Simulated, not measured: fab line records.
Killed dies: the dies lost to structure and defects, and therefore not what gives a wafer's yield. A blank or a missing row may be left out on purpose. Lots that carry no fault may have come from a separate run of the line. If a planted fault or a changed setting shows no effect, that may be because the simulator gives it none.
A single fault, viewed from 2 desks | flow berkeley-cmos170 | each desk holds nothing but its own numbers, with what lay behind them at the end

AT THE METROLOGY DESK
Lot by lot, what the gauges showed, no matter which tool ran the lot: averages of those sampled wafers that carry a number. Marked OUT: a lot whose mean sits more than 4 standard deviations from the usual mean, which makes it out of limits; the brackets give that distance.
Columns: A = cd-nm at UCB170_V2_CD_MEAS_12, usual 699.7 nm
lot  | first seen here | A
L860 | day 8 14:08     | 698.7
L862 | day 9 00:52     | 697.9
L861 | day 9 01:35     | 698.1
L864 | day 9 01:43     | 699.5
L863 | day 9 01:53     | 698.7
L866 | day 9 13:13     | 700.5
L865 | day 9 16:04     | 702.4
L867 | day 9 22:22     | 697.1
L868 | day 10 01:43    | 700.5
L870 | day 10 17:26    | 706.3 (+4.4) OUT
L880 | day 12 10:16    | 699.5
Finding of this desk: L870 out of limits; the first was L870 at day 10 17:26, on cd-nm at UCB170_V2_CD_MEAS_12. L860, L862, L861, L864, L863, L866, L865, L867, L868, L880 stayed within limits.

THE TOOL OWNER'S DESK: krf-scanner-01
The tool's own readings at UCB170_V2_EXPOSE_09 (exposes mask VIA2, target cd 700 nm): means of the sampled wafers that have a number, for each lot that ran on this tool. Marked OUT: a lot whose mean sits more than 4 standard deviations from the usual mean, which makes it out of limits; the brackets give that distance.
Columns: A = exposure-dose-mJ-cm2 at UCB170_V2_EXPOSE_09, usual 36.99; B = reticle-temp-C at UCB170_V2_EXPOSE_09, usual 22.99 C
lot  | first seen here | A                | B
L860 | day 8 13:35     | 37.05            | 23.04
L862 | day 9 00:28     | 36.98            | 22.96
L864 | day 9 01:19     | 36.98            | 22.91
L863 | day 9 01:27     | 36.98            | 23.05
L866 | day 9 12:50     | 36.97            | 23.04
L865 | day 9 14:37     | 36.98            | 22.94
L870 | day 10 17:01    | 36.84 (-4.4) OUT | 23.06
Finding of this desk: L870 out of limits; the first was L870 at day 10 17:01, on exposure-dose-mJ-cm2 at UCB170_V2_EXPOSE_09. L860, L862, L864, L863, L866, L865 stayed within limits.

ALL TOGETHER
At day 10 17:01, on L870, the tool owner's desk was in a position to raise an alarm.
An alarm was possible from the metrology desk at day 10 17:26, on L870.
All the named lots went through UCB170_V2_EXPOSE_09 on krf-scanner-01.

WHAT THE SIMULATOR PUT IN
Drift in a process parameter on krf-scanner-01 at UCB170_V2_EXPOSE_09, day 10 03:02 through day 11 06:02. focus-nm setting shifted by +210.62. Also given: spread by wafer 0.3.
Struck lots among those shown: L870.
Fault start to first reading out of limits, in hours, per desk: tool owner, 14; metrology, 14.
